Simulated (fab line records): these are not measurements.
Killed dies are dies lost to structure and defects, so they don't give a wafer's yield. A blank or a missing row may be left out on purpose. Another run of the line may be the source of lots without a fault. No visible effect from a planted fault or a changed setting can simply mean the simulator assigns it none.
The tool behind it: which one? | flow berkeley cmos170 | 14 lots, 42 wafers sampled, at 3 steps of a route of 331

WHAT THE GAUGES SHOWED, per wafer
UCB170_CONTACT_OVL_MEAS_16.
lot  | measured     | on         | CONTACT_OVL (nm)
L182 | day 7 08:31  | overlay-02 | 8 3 5
L184 | day 7 13:07  | overlay-01 | -5 -2 4
L185 | day 8 00:23  | overlay-01 | 7 11 7
L186 | day 8 00:35  | overlay-01 | 8 0 2
L187 | day 7 21:17  | overlay-01 | 4 4 2
L189 | day 8 10:20  | overlay-02 | 1 -3 2
L190 | day 8 13:11  | overlay-02 | 0 -3 4
L191 | day 8 22:55  | overlay-01 | 6 18 4
L193 | day 9 03:49  | overlay-02 | 7 -5 4
L194 | day 9 10:01  | overlay-01 | 8 11 6
L195 | day 9 11:44  | overlay-01 | 6 6 5
L196 | day 10 05:31 | overlay-02 | 6 9 5

EACH LOT AND THE TOOL THAT RAN IT (in order: tool; ch and the chambers of the sampled wafers; start)
lot  | UCB170_NWELL_ETCH_13              | UCB170_GATE_ETCH_15
L182 | rie diel-03 ch 2,3, day 2 06:09   | rie si-02 ch 0,1,2, day 6 09:20
L184 | rie diel-03 ch 1,3, day 2 15:10   | rie si-02 ch 0,2,3, day 6 17:23
L185 | rie diel-02 ch 1,2, day 2 18:20   | rie si-01 ch 0,2, day 7 01:17
L186 | rie diel-03 ch 0,1,3, day 3 04:04 | rie si-01 ch 0,2, day 7 00:55
L187 | rie diel-02 ch 0,1, day 3 04:13   | rie si-02 ch 0,2,3, day 7 01:10
L189 | rie diel-04 ch 0,1,3, day 3 16:08 | rie si-02 ch 2,3, day 7 10:28
L190 | rie diel-03 ch 1,2, day 3 22:23   | rie si-02 ch 0,3, day 7 17:35
L191 | rie diel-04 ch 0,2,3, day 4 03:00 | rie si-01 ch 0,1,2, day 8 04:31
L193 | rie diel-02 ch 0,2,3, day 4 17:14 | rie si-01 ch 0,1,3, day 8 08:09
L194 | rie diel-03 ch 1,2,3, day 5 01:51 | rie si-01 ch 0,3, day 8 15:02
L195 | rie diel-03 ch 1,2, day 5 03:59   | rie si-02 ch 0,2,3, day 8 14:55
L196 | rie diel-03 ch 0,1, day 5 10:21   | rie si-01 ch 0,1,3, day 9 07:56
L201 | rie diel-04 ch 0,1,3, day 6 06:56 | rie si-01 ch 0,1,2, day 9 20:28
L200 | rie diel-02 ch 0,2,3, day 6 07:03 | rie si-01 ch 0,1,2, day 9 19:59
- UCB170_NWELL_ETCH_13: etches Si3N4 in CH3F/Ar/O2, stops on SiO2, target depth 246.4 nm, time 154 s.
- UCB170_GATE_ETCH_15: etches poly-Si in HBr/Cl2, stops on SiO2, time 56.3 s, target depth 278.2 nm.

AS READ BY THE TOOLS THEMSELVES (means over the sampled wafers that have a number; for cases with no such wafer, the mark the record gives instead)
UCB170_NWELL_ETCH_13.
lot  | tool        | CH3F_flow_sccm (sccm) | O2_flow_sccm (sccm) | drypump motor current A (A) | oes product au (a.u.) | run length s (s) | throttle valve pct (%)
L182 | rie diel-03 | 20.04                 | 7.012               | 5.5                         | 0.923                 | 182.3            | 8.02
L184 | rie diel-03 | 19.98                 | 6.997               | 5.8                         | 0.951                 | 182.2            | 8.08
L185 | rie diel-02 | 20.01                 | 7.011               | 6.1                         | 0.948                 | 182.9            | 8.19
L186 | rie diel-03 | 20.02                 | 7.005               | 5.6                         | 0.943                 | 182.3            | 7.99
L187 | rie diel-02 | 20.03                 | 6.981               | 5.4                         | 0.952                 | 182.5            | 8.17
L189 | rie diel-04 | 20.01                 | 6.991               | 5.8                         | 0.948                 | 182.4            | 7.82
L190 | rie diel-03 | 19.91                 | 7.012               | 5.2                         | 0.940                 | 182.3            | 8.20
L191 | rie diel-04 | 20.04                 | 6.994               | 5.8                         | 0.938                 | 182.2            | 7.97
L193 | rie diel-02 | 20.03                 | 7.015               | 5.7                         | 0.958                 | 182.9            | 8.23
L194 | rie diel-03 | 19.99                 | 6.987               | 5.5                         | 0.944                 | 182.3            | 8.10
L195 | rie diel-03 | 19.98                 | 7.025               | 5.5                         | 0.937                 | 182.0            | 8.18
L196 | rie diel-03 | 20.07                 | 6.981               | 5.6                         | 0.951                 | 182.0            | 8.07
L201 | rie diel-04 | 20.03                 | 7.014               | 5.8                         | 0.934                 | 182.5            | 7.82
L200 | rie diel-02 | 19.99                 | 6.991               | 5.7                         | 0.937                 | 183.1            | 8.23

UCB170_GATE_ETCH_15.
lot  | tool      | HBr_flow_sccm (sccm) | bias w (W) | drypump motor current A (A) | he backside leak sccm (sccm) | oes product au (a.u.) | run length s (s) | throttle valve pct (%)
L182 | rie si-02 | 149.6                | 149.8      | 5.7                         | 2.9                          | 0.836                 | 84.4             | 26.54
L184 | rie si-02 | 149.3                | 149.8      | 5.9                         | 2.8                          | 0.838                 | 84.3             | 26.61
L185 | rie si-01 | 149.8                | 150.2      | 5.0                         | 2.8                          | 0.815                 | 85.1             | 26.48
L186 | rie si-01 | 150.4                | 149.9      | 4.9                         | 3.1                          | 0.825                 | 84.7             | 26.56
L187 | rie si-02 | 149.7                | 149.9      | 5.9                         | 2.8                          | 0.848                 | 84.4             | 26.61
L189 | rie si-02 | 149.9                | 150.1      | 5.9                         | 3.0                          | 0.846                 | 84.9             | 26.70
L190 | rie si-02 | 150.0                | 150.1      | 6.2                         | 2.7                          | 0.837                 | 84.4             | 26.58
L191 | rie si-01 | 149.9                | 150.5      | 4.9                         | 2.6                          | 0.820                 | 85.1             | 26.50
L193 | rie si-01 | 149.6                | 149.8      | 5.4                         | 2.8                          | 0.822                 | 85.2             | 26.51
L194 | rie si-01 | 150.3                | 150.3      | 5.4                         | 2.9                          | 0.828                 | 85.2             | 26.49
L195 | rie si-02 | 150.5                | 149.7      | 5.9                         | 2.7                          | 0.841                 | 84.5             | 26.61
L196 | rie si-01 | 150.0                | 149.8      | 5.4                         | 2.9                          | 0.821                 | 85.1             | 26.51
L201 | rie si-01 | 149.8                | -          | 5.0                         | 2.7                          | 0.977                 | 62.4             | 26.50
L200 | rie si-01 | 150.0                | -          | 5.0                         | 3.4                          | 0.986                 | 62.4             | 26.50

THE ANSWER, worked out from the rows above alone
Rule: the usual values come from the lots themselves. The widest of any qualifying gaps counts: lots, ordered by their means at a reading, are off when they make up no more than a third of the lots, leave a main group of 4 or more, and stand apart from it by 3 or more times the standard deviation of that group's means. Not used: any main group whose means are identical at the precision the tables above print for the reading. A lot without any number at a reading at which 4 lots or more have one is off too. Where the step has rows for the other lots, those lots are counted as sound. Order of review: gauges by route order, followed by the tools' own readings, for which a lot's mean as printed above is used. At the first step where some lot is off, the reading lying furthest off is the one used; lots without a number count as furthest.
Off: L201, L200 (UCB170_GATE_ETCH_15, bias w). Without a number there: L201, L200. The main group: mean 150.0 W, standard deviation 0.24.
A tool fits if, at that step or a process step before it, it ran every lot that is off, and no sound lot after the first of them. One fits: rie si-01 at UCB170_GATE_ETCH_15. A fault onset in the window from L196 (day 9 07:56, its last sound lot) to L200 (day 9 19:59, its first lot off) fits.
The tool's own readings at UCB170_GATE_ETCH_15 bear it out: on the lots that are off they differ by more than 5 times the standard deviation of the sound lots' means. oes product au reads 0.982 a.u. there against 0.831 a.u. on the sound lots; run length s reads 62.4 s there against 84.8 s on the sound lots.
Blank at UCB170_GATE_ETCH_15 on the lots that are off, where sound lots have numbers: bias w.

WHAT HAD BEEN PUT IN BY THE SIMULATOR
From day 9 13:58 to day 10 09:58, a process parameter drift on rie si-01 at UCB170_GATE_ETCH_15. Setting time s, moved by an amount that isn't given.
Shown lots that were struck: L201, L200. The rule above found the same.
